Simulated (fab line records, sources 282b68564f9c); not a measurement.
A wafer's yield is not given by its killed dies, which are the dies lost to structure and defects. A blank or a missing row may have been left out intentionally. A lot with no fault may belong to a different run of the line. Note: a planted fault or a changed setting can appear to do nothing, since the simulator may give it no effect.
Struck lot and sound lot, side by side ; flow rit-cmos ; 21 steps out of a route of 202
Sound: wafers L879.2, L879.4, L879.6. Wafers struck: L883.3, L883.5, L883.6. The cause comes at the end.
Order at every step that has rows: each side's tool, ch and its chambers, its first start. Under that, the readings that differ: sound wafers ; struck wafers ; difference of the means ; sigmas: that difference in standard deviations of wafers without a fault.
alike: readings with means less than 2 such deviations apart, plus words and numbers identical on both sides. not compared: withheld readings, readings lacking a value on some wafer, bounds such as >300 that could conceal the same value, and numbers that have no deviation in the record and whose values overlap.
Wherever a step has rows on one side only, a row that says differs or no value, or a row with sigmas, the two part there. When numbers do not overlap yet have no deviation, they are printed without sigmas and do not part them. A reading that every wafer of one side lacks parts them only if that side has two wafers or more.

first, 3 steps without rows for these wafers: RIT_GATE_CLEAN_02 (cleans in dHF, time 30 s); RIT_GATE_CLEAN_03 (cleans in SC2, time 600 s); RIT_GATE_CLEAN_04 (cleans in dHF, time 60 s).
RIT_FOX2_THK_MEAS_91:
  sound: film-metro-02 at day 3 12:17; struck: film-metro-02 at day 4 05:49
  alike: FIELD_OXIDE_LEFT_2_THK
then, 2 steps without rows for these wafers: RIT_GATE_OXIDATION_05 (target thk 3 nm, ox time 270 s); RIT_GATE_ANNEAL_06 (time 600 s).
RIT_GATE_THK_MEAS_07:
  sound: film-metro-02 at day 3 16:50; struck: film-metro-01 at day 4 07:23
  alike: GATE_OXIDE_THK
then, 1 step without rows for these wafers: RIT_GATE_CVD_08 (deposits poly-Si from SiH4, target thk 250 nm, time 2220 s).
RIT_GATE_THK_MEAS_09:
  sound: film-metro-04 at day 3 19:19; struck: film-metro-01 at day 4 09:04
  alike: GATE_POLY_THK
then, 3 steps without rows for these wafers: RIT_GATE_HMDS_10 (prime time 60 s); RIT_GATE_COAT_11 (resist thk 850 nm); RIT_GATE_SOFTBAKE_12 (time 60 s).
RIT_GATE_EXPOSE_13: exposes mask M6, target cd 150 nm.
  sound on iline-stepper-02 ch 0, day 3 19:50; struck on iline-stepper-01 ch 0, day 4 09:50
reading;sound;struck;difference;sigmas
mask;M6#0 M6#0 M6#0;M6_R1#0 M6_R1#0 M6_R1#0;differs;
then, 2 steps without rows for these wafers: RIT_GATE_PEB_14; RIT_GATE_DEVELOP_15 (develop time 50 s).
RIT_GATE_CD_MEAS_16: the cd target is 150 nm.
  sound: cd-sem-01 at day 3 20:14; struck: cd-sem-02 at day 4 10:23
reading;sound;struck;difference;sigmas
cd-nm (nm);143.1 144.5 147.5;161.4 166.4 163.0;+18.6;+8
RIT_GATE_OVL_MEAS_17:
  sound: overlay-02 at day 3 20:21; struck: overlay-02 at day 4 10:29
  alike: GATE_OVL
then, 1 step without rows for these wafers: RIT_GATE_HARDBAKE_18 (time 60 s).
RIT_GATE_ETCH_19: etches poly-Si in SF6/CHF3/O2, stops on SiO2, time 165 s, target depth 312.5 nm.
  sound on rie-si-01 ch 1,2,3, day 3 20:32; struck on rie-si-01 ch 0,1, day 4 10:40
reading;sound;struck;difference;sigmas
oes-product-au (a.u.);0.819 0.821 0.835;0.862 0.865 0.827;+0.026;+2
model.GATE.cd-nm (nm);143.3 144.8 147.3;161.9 166.4 163.6;+18.8;
  alike: drypump-motor-current-A, throttle-valve-pct
  not compared: rf-hours-counter-h
RIT_GATE_STRIP_20: strips in O2, time 180 s.
  sound on plasma-asher-04 ch 0,1, day 3 20:38; struck on plasma-asher-04 ch 0,1, day 4 10:50
  alike: drypump-motor-current-A
  not compared: rf-hours-counter-h
RIT_M1_PROBE_99:
  record: rows for the struck wafers here (prober-01, day 5 08:17), none for the sound ones

== WHERE THEY PART ==
First at RIT_GATE_EXPOSE_13; last, within this record, at RIT_M1_PROBE_99.

WHY: what the simulator had put in
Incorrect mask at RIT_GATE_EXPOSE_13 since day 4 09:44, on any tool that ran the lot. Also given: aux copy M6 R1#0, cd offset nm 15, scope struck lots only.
